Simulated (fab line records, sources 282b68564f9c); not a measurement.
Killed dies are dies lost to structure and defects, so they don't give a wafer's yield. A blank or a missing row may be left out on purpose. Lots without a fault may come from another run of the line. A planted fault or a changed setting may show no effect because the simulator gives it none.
fab line records | flow rit_cmos | part 2 of 2: steps 25 to 34 of 34
record lots=5 wafers=15 last_day=6
route steps=202 shown SILICIDE@167 CONTACT@168 M1@184
lots that met no fault: from a run of the same line without faults
start_h: hours from the record's first day to the start of the lot's first wafer shown | wait_h: hours since the lot's step before | " the same as in the row above | L1.1+2: a row that stands for several wafers | - no value, or no start given | * or withheld: withheld | < > ~ a bound
route shown NAME@n: a module of which the file shows steps, and the number in the route of the first | usual: mean/standard deviation of fault-free wafers | same: alike in all rows | chamber/n: place in a boat | sites: the reading at each site | _std_site: their standard deviation | _edge_site: outer sites' mean less inner sites' | radius_mm: how far each site lies from the wafer's centre | mask NAME#n: copy n | behind: the tool/chamber that last shaped the wafer | hold: why the lot was held/for how many hours/how that ended | device: the transistor (n, p or np) that didn't switch | end of line: the same wafers' tests at the end of the route | a step without rows: its recipe alone | killed: dies lost to structure and defects at the first sort, not the wafer's yield | map: a wafer's dies, x killed, . not, _ none there
set.NAME: the setting as run; set.NAME@STEP: as run at that earlier step | model.NAME: the simulator's own value behind a step, which no gauge read
lots at some steps of the route; a table a step, a row a wafer
services: from which hour (start_h, from the record's first day; less than 0 if before it) a tool's chamber was out of use, for how many hours, and why
## steps
# step RIT_M1_PEB_07
# recipe resist=NOVOLAK temp_c=withheld time_s=withheld
# usual chill_plate_temp_C=* exhaust_pa=45.1/0.88
# columns lot.wafer tool chamber start_h wait_h chill_plate_temp_C exhaust_pa
L078.2 litho_track-04 0 73.76 0.1 * 44.8
L078.5 " 0 " " * 45.2
L078.6 " 0 " " * 45.9
L080.1 litho_track-03 0 83.92 0.1 * 45.3
L080.2 " 0 " " * 44.2
L080.4 " 0 " " * 45.3
L083.2 litho_track-04 0 99.90 0.1 * 45.5
L083.5 " 0 " " * 45.5
L083.6 " 0 " " * 44.6
L085.3 litho_track-03 0 110.94 0.1 * 44.5
L085.5 " 0 " " * 44.4
L085.6 " 0 " " * 45.5
L093.3 litho_track-03 0 150.27 0.1 * 45.3
L093.5 " 0 " " * 46.0
L093.6 " 0 " " * 45.5
# step RIT_M1_DEVELOP_08
# recipe resist=NOVOLAK develop_time_s=68 dev_temp_c=23
# usual chill_plate_temp_C=23.01/0.099 exhaust_pa=45.2/0.81
# columns lot.wafer tool chamber start_h wait_h chill_plate_temp_C exhaust_pa
L078.2 litho_track-04 0 - - 23.09 43.7
L078.5 " 0 " " 23.11 43.8
L078.6 " 0 " " 23.03 44.5
L080.1 litho_track-03 0 - - 22.97 43.2
L080.2 " 0 " " 22.95 45.0
L080.4 " 0 " " 23.05 44.7
L083.2 litho_track-04 0 - - 23.01 45.8
L083.5 " 0 " " 22.94 46.0
L083.6 " 0 " " 22.88 45.2
L085.3 litho_track-03 0 - - 22.85 45.7
L085.5 " 0 " " 23.03 46.0
L085.6 " 0 " " 22.86 46.1
L093.3 litho_track-03 0 - - 23.08 44.4
L093.5 " 0 " " 23.03 44.8
L093.6 " 0 " " 22.95 44.7
# step RIT_M1_CD_MEAS_09
# recipe target_cd_nm=2600
# usual cd_nm=2600.3/2.1
# columns lot.wafer tool chamber start_h wait_h cd_nm
L078.2 cd_sem-01 - 74.07 - 2598.3
L078.5 " - " " 2602.1
L078.6 " - " " 2598.6
L080.1 cd_sem-01 - 84.23 - 2600.7
L080.2 " - " " 2599.5
L080.4 " - " " 2598.1
L083.2 cd_sem-01 - 100.21 - 2600.1
L083.5 " - " " 2599.7
L083.6 " - " " 2600.7
L085.3 cd_sem-01 - 111.24 - 2600.9
L085.5 " - " " 2604.1
L085.6 " - " " 2602.4
L093.3 cd_sem-01 - 150.57 - 2600.3
L093.5 " - " " 2600.7
L093.6 " - " " 2601.5
# step RIT_M1_OVL_MEAS_10
# usual M1_OVL=-1.4/1.3
# columns lot.wafer tool chamber start_h wait_h M1_OVL[nm]
L078.2 overlay-02 - 74.18 0.1 0.0
L078.5 " - " " -1.0
L078.6 " - " " 0.1
L080.1 overlay-02 - 84.35 0.1 -1.0
L080.2 " - " " -2.9
L080.4 " - " " -2.6
L083.2 overlay-02 - 100.32 0.1 -2.0
L083.5 " - " " -1.1
L083.6 " - " " -1.0
L085.3 overlay-01 - 111.34 0.1 -3.7
L085.5 " - " " -3.1
L085.6 " - " " -3.3
L093.3 overlay-02 - 150.67 0.1 -2.3
L093.5 " - " " -2.7
L093.6 " - " " -1.3
# step RIT_M1_HARDBAKE_11
# recipe resist=NOVOLAK temp_c=140 time_s=120
# usual chill_plate_temp_C=23.00/0.097 exhaust_pa=44.8/0.83
# columns lot.wafer tool chamber start_h wait_h chill_plate_temp_C exhaust_pa
L078.2 litho_track-02 0 74.25 0.1 22.98 44.0
L078.5 " 0 " " 23.06 43.8
L078.6 " 0 " " 22.90 44.3
L080.1 litho_track-04 0 84.39 0.0 23.08 45.7
L080.2 " 0 " " 22.97 45.0
L080.4 " 0 " " 23.06 44.4
L083.2 litho_track-02 0 100.39 0.1 23.05 43.9
L083.5 " 0 " " 22.91 45.1
L083.6 " 0 " " 22.99 43.3
L085.3 litho_track-04 0 111.49 0.2 23.11 45.3
L085.5 " 0 " " 23.05 44.5
L085.6 " 0 " " 22.99 44.6
L093.3 litho_track-04 0 150.77 0.1 23.03 45.1
L093.5 " 0 " " 22.95 45.3
L093.6 " 0 " " 23.02 45.4
# step RIT_M1_METAL_ETCH_12
# recipe stop_on=SiO2 chemistry=Cl2/BCl3 target=Al time_s=165 over_etch_frac=0.5 pressure_mtorr=100 target_depth_a=6000 rf_w=259.8 Cl2_flow_sccm=60 bcl3_flow_sccm=50
# usual drypump_motor_current_A=5.5/0.37 oes_product_au=0.775/0.012 throttle_valve_pct=8.26/0.11
# columns lot.wafer tool chamber start_h wait_h drypump_motor_current_A oes_product_au rf_hours_counter_h throttle_valve_pct
L078.2 rie_metal-03 1 74.46 0.2 5.6 0.790 4 8.35
L078.5 " 1 " " 5.6 0.796 - 8.33
L078.6 " 0 " " 5.9 0.762 - 8.35
L080.1 rie_metal-04 1 84.64 0.2 5.9 0.762 3 8.12
L080.2 " 0 " " 4.9 0.767 2 8.14
L080.4 " 1 " " 5.9 0.769 - 8.14
L083.2 rie_metal-04 0 100.60 0.2 4.9 0.765 2 8.13
L083.5 " 0 " " 4.9 0.768 - 8.16
L083.6 " 1 " " 5.9 0.774 - 8.13
L085.3 rie_metal-02 1 111.72 0.2 5.4 0.760 - 8.19
L085.5 " 0 " " 5.3 0.777 - 8.43
L085.6 " 1 " " 5.4 0.759 - 8.18
L093.3 rie_metal-04 1 151.00 0.2 5.9 0.769 - 8.14
L093.5 " 1 " " 5.9 0.769 - 8.13
L093.6 " 0 " " 4.9 0.767 - 8.16
# step RIT_M1_STRIP_13
# recipe chemistry=nmp resist=NOVOLAK temp_c=80 time_s=600 dry=n2_spin
# columns lot.wafer tool chamber start_h wait_h
L078.2+5+6 wet_bench-01 3 74.62 0.1
L080.1+2+4 wet_bench-04 1 84.80 0.1
L083.2+5+6 wet_bench-04 3 100.76 0.1
L085.3+5+6 wet_bench-04 1 111.82 0.1
L093.3+5+6 wet_bench-02 1 151.10 0.1
# step RIT_M1_STRIP_14
# recipe chemistry=O2 time_s=180 platen_temp_c=withheld power_w=500 pressure_mtorr=4000 o2_flow_sccm=4000
# usual drypump_motor_current_A=5.6/0.48 o2_flow_sccm=4001/12
# columns lot.wafer tool chamber start_h wait_h drypump_motor_current_A o2_flow_sccm rf_hours_counter_h
L078.2 plasma_asher-01 1 74.81 0.0 5.2 4012 43
L078.5 " 1 " " 5.2 4011 -
L078.6 " 0 " " 4.6 4017 -
L080.1 plasma_asher-01 0 84.99 0.0 4.6 4004 44
L080.2 " 1 " " 5.2 4005 44
L080.4 " 0 " " 4.6 4014 -
L083.2 plasma_asher-02 1 100.94 0.0 5.8 4000 48
L083.5 " 1 " " 5.8 4011 -
L083.6 " 0 " " 5.9 3987 -
L085.3 plasma_asher-03 1 112.06 0.1 5.8 4019 -
L085.5 " 0 " " 5.9 3996 -
L085.6 " 1 " " 5.8 4014 -
L093.3 plasma_asher-02 1 151.34 0.1 5.8 3992 -
L093.5 " 0 " " 5.9 4007 -
L093.6 " 1 " " 5.8 4009 -
# step RIT_M1_CD_MEAS_90
# recipe target_cd_nm=2600
# usual cd_nm=2598.3/2.5
# columns lot.wafer tool chamber start_h wait_h cd_nm
L078.2 cd_sem-01 - 75.01 0.1 2596.3
L078.5 " - " " 2600.1
L078.6 " - " " 2596.0
L080.1 cd_sem-02 - 85.17 0.1 2597.5
L080.2 " - " " 2596.2
L080.4 " - " " 2594.0
L083.2 cd_sem-01 - 101.13 0.1 2598.2
L083.5 " - " " 2597.2
L083.6 " - " " 2597.8
L085.3 cd_sem-01 - 112.21 0.1 2599.5
L085.5 " - " " 2604.9
L085.6 " - " " 2601.9
L093.3 cd_sem-01 - 151.49 0.1 2598.4
L093.5 " - " " 2597.3
L093.6 " - " " 2601.3
# step RIT_M1_ANNEAL_15
# recipe temp_c=450 time_s=1800 ambient=forming_gas_H2N2
# usual zone_power_source_pct=6.5/0.66
# columns lot.wafer tool chamber start_h wait_h zone_power_source_pct
L078.2 - - 75.16 0.1 6.4
L078.5 " - " " 6.2
L078.6 " - " " 6.2
L080.1 - - 85.29 0.1 6.3
L080.2 " - " " 6.3
L080.4 " - " " 6.3
L083.2 - - 102.05 0.9 6.1
L083.5 " - " " 6.1
L083.6 " - " " 6.2
L085.3 - - 113.13 0.9 8.0
L085.5 " - " " 8.0
L085.6 " - " " 7.9
L093.3 - - 151.57 0.1 6.2
L093.5 " - " " 6.3
L093.6 " - " " 6.4
## services
# columns tool chamber start_h hours kind
rie_diel-04 1 46.52 11.5 repair
rie_diel-04 1 58.94 12.4 repair
rie_diel-01 - 60.98 4.1 repair
pecvd-02 1 61.47 20.1 repair
rie_diel-04 3 63.48 12.8 repair
pecvd-04 0 66.87 6.9 repair
rie_diel-01 - 67.61 0.7 repair
pecvd-03 1 70.16 23.7 repair
rie_diel-04 2 78.94 5.8 repair
iline_stepper-01 - 90.49 1.7 pm
wet_bench-01 - 102.85 3.5 repair
plasma_asher-02 - 108.75 9.0 pm
plasma_asher-02 0 108.75 9.0 vent_cycle
rie_diel-03 0 109.35 9.4 repair
rie_diel-03 1 113.32 8.1 repair
rie_diel-04 3 114.91 13.8 repair
rie_metal-04 - 116.43 1.0 repair
furnace-03 - 117.33 3.8 pm
pecvd-02 - 119.72 2.8 pm
rie_diel-04 0 123.08 3.4 repair
iline_stepper-02 - 126.80 1.7 pm
rtp_anneal-01 - 130.25 1.1 pm
rie_metal-02 - 136.12 20.0 pm
pvd_sputter-01 - 146.28 5.6 repair
